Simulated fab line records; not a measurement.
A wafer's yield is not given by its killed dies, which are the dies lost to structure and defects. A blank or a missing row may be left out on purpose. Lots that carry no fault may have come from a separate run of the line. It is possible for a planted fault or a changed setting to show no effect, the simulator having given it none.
Matching of chambers	flow berkeley-cmos170	4 sister chambers for UCB170_CONTACT_ETCH_17 on rie-diel-03
The step etches BARC in N2/H2. 8 wafers are shown with their chamber, then 7 later ones without.

== WAFERS WITH THEIR CHAMBER ==
wafer	chamber	throttle-valve-pct (%)	oes-product-au (a.u.)
L623.1	3	13.06	0.990
L626.1	3	13.07	1.003
L626.5	2	13.25	1.010
L633.3	1	13.05	0.992
L633.5	1	13.02	0.992
L633.6	2	13.23	1.017
L640.1	0	13.24	0.994
L640.5	0	13.24	0.999

== WAFERS MISSING THEIR CHAMBER ==
wafer	throttle-valve-pct (%)	oes-product-au (a.u.)
L640.6	13.04	0.997
L643.3	13.04	0.992
L643.4	13.24	1.016
L643.6	13.24	1.007
L644.2	13.07	0.986
L644.3	13.23	0.998
L644.5	13.07	0.979

== EACH ONE'S CHAMBER ==
wafer	from the rows above	in truth
L640.6	can't be placed: 1 or 3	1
L643.3	can't be placed: 1 or 3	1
L643.4	2	2
L643.6	can't be placed: 2 or 0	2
L644.2	can't be placed: 3 or 1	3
L644.3	0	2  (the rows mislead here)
L644.5	can't be placed: 3 or 1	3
1 of 7 placed correctly. These rows do not allow placing 5 (true chamber among the candidates in 5). Placed wrongly: 1.
How it was worked out, from the rows above alone: a wafer's distance from a chamber is the root of the sum, over the readings, of the square of ((its reading less the chamber's mean) divided by the reading's scatter). If the next closest chamber is less than 2 further off than the closest, the wafer can't be placed; otherwise it belongs to the closest. Each chamber's mean is taken over the wafers shown for it. The scatter: take each reading less its chamber's mean, square it, sum over the shown wafers, divide by the number of wafers less the number of chambers, and take the root.
